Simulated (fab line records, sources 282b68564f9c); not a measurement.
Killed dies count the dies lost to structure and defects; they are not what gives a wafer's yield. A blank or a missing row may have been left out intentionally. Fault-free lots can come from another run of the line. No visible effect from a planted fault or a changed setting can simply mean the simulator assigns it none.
A struck lot beside a sound one / flow rit cmos / 27 steps out of a route of 202
Sound: these wafers, L680.1, L680.2, L680.4. Wafers struck: L692.4, L692.5, L692.6. Last of all comes the cause.
Each step with rows lists, per side, the tool, then ch with its chambers, then its first start. Under that, the readings that differ: sound wafers / struck wafers / difference of the means / sigmas: that difference in standard deviations of wafers without a fault.
alike: readings whose means differ by less than 2 such deviations, and words and numbers that are the same on both sides. not compared: withheld readings, readings that some wafer has no value for, bounds like >300 that may hide the same value, and numbers for which the record gives no deviation and whose values overlap.
A row with sigmas, a row that says differs or no value, or rows on one side alone: a step with any of these is where the two part. Non-overlapping numbers with no deviation appear without sigmas and do not part them. A reading missing from all wafers of one side parts the sides only when that side holds two or more wafers.

RIT_ACTIVE_BOW_MEAS_00:
  sound on film metro-03, day 1 20:00; struck on film metro-03, day 4 08:04
  alike: INCOMING_BOW
RIT_ACTIVE_OXIDATION_01: target thk 46.8 nm, ox time 3360 s.
  sound on furnace-04 ch 0, day 1 20:07; struck on furnace-04 ch 0, day 4 08:38
reading=spike tc centre C (C); sound=1004.4 1006.4 1006.1; struck=1019.8 1019.9 1020.7; difference=+14.5; sigmas=+9
reading=spike tc load C (C); sound=1024.4 1026.2 1025.4; struck=1041.3 1041.0 1038.7; difference=+15.0; sigmas=+5
reading=spike tc source C (C); sound=1027 1027 1029; struck=1043 1043 1044; difference=+16; sigmas=+5
reading=tube center temp C (C); sound=1000.1 1000.1 999.88; struck=1015 1014.9 1015; difference=+15; sigmas=+99 or more
reading=tube_center_temp_C_max; sound=1002.3 1003.0 1002.3; struck=1016.8 1017.1 1017.7; difference=+14.7; sigmas=+33
reading=model.SiO2_of_ACTIVE_OXIDATION_01.thk nm (nm); sound=45.94 45.36 45.79; struck=53.87 54.46 55.1; difference=+8.78; sigmas=
  alike: zone power centre pct, zone power load pct
RIT_ACTIVE_THK_MEAS_02:
  sound on film metro-02, day 1 22:03; struck on film metro-03, day 4 10:49
reading=ACTIVE_OXIDE_THK (nm); sound=45.9 45.3 45.8; struck=53.8 54.4 55.2; difference=+8.8; sigmas=+9
  not compared: hold
RIT_ACTIVE_THK_MEAS_04:
  sound on film metro-03, day 1 23:32; struck on film metro-03, day 4 18:38
reading=ACTIVE_NITRIDE_THK (nm); sound=149.0 146.8 148.9; struck=154.1 154.2 153.6; difference=+5.7; sigmas=+4
then, 6 steps without rows for these wafers: RIT_ACTIVE_HMDS_05 (prime time 60 s); RIT_ACTIVE_COAT_06 (resist thk 1000 nm); RIT_ACTIVE_SOFTBAKE_07 (time 60 s); RIT_ACTIVE_EXPOSE_08 (exposes mask M1, target cd 1400 nm); RIT_ACTIVE_PEB_09; RIT_ACTIVE_DEVELOP_10 (develop time 50 s).
RIT_ACTIVE_CD_MEAS_11 targets a cd of 1400 nm.
  sound on cd sem-02, day 2 00:26; struck on cd sem-01, day 4 19:55
reading=cd nm (nm); sound=1402.8 1402.6 1403.9; struck=1400.9 1397.3 1397.8; difference=-4.4; sigmas=-2
then, 1 step without rows for these wafers: RIT_ACTIVE_HARDBAKE_12 (time 60 s).
RIT_ACTIVE_ETCH_13: etches Si3N4 in SF6, stops on SiO2, time 210 s, target depth 210 nm.
  sound on rie diel-02 ch 0,1,3, day 2 00:43; struck on rie diel-03 ch 1,2, day 4 20:08
  alike: drypump motor current A, oes product au, throttle valve pct
  not compared: rf hours counter h
RIT_ACTIVE_STRIP_14: strips in O2, time 180 s.
  sound on plasma asher-01 ch 0,1, day 2 00:50; struck on plasma asher-01 ch 0,1, day 6 08:32
  alike: drypump motor current A, o2 flow sccm
  not compared: rf hours counter h
RIT_ACTIVE_CD_MEAS_90 targets a cd of 1400 nm.
  sound on cd sem-01, day 2 01:01; struck on cd sem-01, day 6 08:43
reading=cd nm (nm); sound=1403.3 1402.7 1403.9; struck=1400.8 1397.6 1397.9; difference=-4.5; sigmas=-2
then, 4 steps without rows for these wafers: RIT_ACTIVE_CLEAN_15 (cleans in SC1, time 600 s); RIT_ACTIVE_CLEAN_16 (cleans in dHF, time 30 s); RIT_ACTIVE_CLEAN_17 (cleans in SC2, time 600 s); RIT_FOX1_OXIDATION_00 (target thk 350.7 nm, ox time 1130 s).
RIT_FOX1_THK_MEAS_01:
  sound on film metro-02, day 2 02:49; struck on film metro-02, day 6 10:29
  alike: FOX1_OXIDE_THK
then, 2 steps without rows for these wafers: RIT_FOX1_WET_ETCH_02 (etches SiO2 in BOE, target depth 350 nm, time 390 s); RIT_FOX2_OXIDATION_00 (target thk 350.7 nm, ox time 1130 s).
RIT_FOX2_THK_MEAS_01:
  sound on film metro-04, day 2 04:19; struck on film metro-04, day 6 12:00
  alike: FOX2_OXIDE_THK
then, 1 step without rows for these wafers: RIT_FOX2_CLEAN_02 (cleans in dHF, time 180 s).
RIT_FOX2_WET_ETCH_03: etches Si3N4 in H3PO4, target depth 195 nm, time 2700 s.
  sound on wet bench-03 ch 1, day 2 04:26; struck on wet bench-02 ch 1, day 6 12:05
reading=model.SiO2_of_ACTIVE_OXIDATION_01.thk nm (nm); sound=40.82 39.27 40.68; struck=47.84 48.4 48.98; difference=+8.15; sigmas=
RIT_FOX2_THK_MEAS_90:
  sound on film metro-03, day 2 05:11; struck on film metro-04, day 6 12:53
  alike: FIELD_OXIDE_LEFT_1_THK
following that, these wafers have no rows for 1 step: RIT_M1_PROBE_99.

== WHERE THEY PART ==
Last at RIT_ACTIVE_CD_MEAS_90 as far as this record goes, first at RIT_ACTIVE_OXIDATION_01. Later steps at which nothing parts them and some readings are alike: RIT_FOX1_THK_MEAS_01, RIT_FOX2_THK_MEAS_01, RIT_FOX2_THK_MEAS_90.

WHY: what the simulator had put in
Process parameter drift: furnace-04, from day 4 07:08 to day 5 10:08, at RIT_ACTIVE_OXIDATION_01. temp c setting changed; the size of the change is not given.
